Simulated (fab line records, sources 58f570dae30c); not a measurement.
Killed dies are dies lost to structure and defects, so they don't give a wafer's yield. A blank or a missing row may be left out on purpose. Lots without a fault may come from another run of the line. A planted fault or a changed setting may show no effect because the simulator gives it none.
A struck lot beside a sound one | flow berkeley_cmos170 | 15 steps out of a route of 331
Sound: wafers L987.2, L987.3, L987.4. Struck: wafers L101.2, L101.3, L101.4. The cause comes at the end.
At each step with rows: each side's tool, then ch and its chambers, then its first start. Under that, the readings that differ: sound wafers | struck wafers | difference of the means | sigmas: that difference in standard deviations of wafers without a fault.
alike: readings whose means differ by less than 2 such deviations, and words and numbers that are the same on both sides. not compared: withheld readings, readings that some wafer has no value for, bounds like >300 that may hide the same value, and numbers for which the record gives no deviation and whose values overlap.
The two part at a step that has a row with sigmas, a row that says differs or no value, or rows on one side only. Numbers that don't overlap but have no deviation are shown without sigmas and don't part them. A reading that every wafer of one side lacks parts them only if that side has two wafers or more.

UCB170_V1_CMP_02: polishes SiO2.
  sound on cmp-02 ch 0,1,2, day 7 03:08; struck on cmp-02 ch 0,2,3, day 10 13:28
  alike: motor_current_A, slurry_flow_ml_min
UCB170_V1_BOW_MEAS_03:
  sound on film_metro-01, day 7 03:25; struck on film_metro-03, day 10 13:47
  alike: V1_BOW
UCB170_V1_THK_MEAS_04:
  sound on film_metro-01, day 7 03:31; struck on film_metro-03, day 10 13:54
  alike: V1_POLISHED_THK
then, 7 steps without rows for these wafers: UCB170_V1_CLEAN_05 (cleans in DIW); UCB170_V1_HMDS_06 (prime time 60 s); UCB170_V1_COAT_07 (resist thk 900 nm); UCB170_V1_SOFTBAKE_08 (time 60 s); UCB170_V1_EXPOSE_09 (exposes mask VIA1, target cd 700 nm); UCB170_V1_PEB_10; UCB170_V1_DEVELOP_11 (develop time 45 s).
UCB170_V1_CD_MEAS_12: target cd 700 nm.
  sound on cd_sem-01, day 7 06:04; struck on cd_sem-01, day 10 15:32
  alike: cd_nm
UCB170_V1_OVL_MEAS_13:
  sound on overlay-02, day 7 06:11; struck on overlay-01, day 10 15:38
  alike: V1_OVL
UCB170_V1_ETCH_14: etches SiO2 in CHF3/CF4/Ar, stops on Al, target depth 1250 nm, time 291 s.
  sound on rie_diel-03 ch 0,1,2, day 7 06:13; struck on rie_diel-01 ch 0,1,3, day 10 15:40
  no value came back on the struck wafers for any of 8 readings (CHF3_flow_sccm (sccm), cf4_flow_sccm (sccm) and others); on the sound wafers CHF3_flow_sccm (sccm) reads 45.05 44.87 45.01
  reading                             | sound           | struck            | difference | sigmas
  model.KrF_of_V1_COAT_07.thk_nm (nm) | 609.4 614.7 606 | 882.1 883.1 883.4 | +272.8     |
UCB170_V1_STRIP_15: strips in O2.
  sound on plasma_asher-03 ch 0,1, day 7 06:23; struck on plasma_asher-02 ch 0,1, day 10 15:51
  reading                      | sound             | struck            | difference | sigmas
  o2_flow_sccm (sccm)          | 401.8 401.3 401.7 | 399.1 398.8 397.6 | -3.1       | -3
  oes_product_au (a.u.)        | 0.720 0.720 0.719 | 0.736 0.729 0.736 | +0.014     | +3
  strip_time_to_endpoint_s (s) | 15.29 15.44 15.22 | 21.52 21.55 21.57 | +6.23      | +57
  alike: drypump_motor_current_A
  not compared: rf_hours_counter_h
UCB170_V1_CD_MEAS_90: target cd 700 nm.
  sound on cd_sem-02, day 7 06:31; struck on cd_sem-02, day 10 15:58
  reading    | sound             | struck | difference                    | sigmas
  cd_nm (nm) | 699.2 696.9 698.8 | - - -  | no value on the struck wafers |

WHERE THEY PART
First at UCB170_V1_ETCH_14; last, within this record, at UCB170_V1_CD_MEAS_90.

WHY: what the simulator had put in
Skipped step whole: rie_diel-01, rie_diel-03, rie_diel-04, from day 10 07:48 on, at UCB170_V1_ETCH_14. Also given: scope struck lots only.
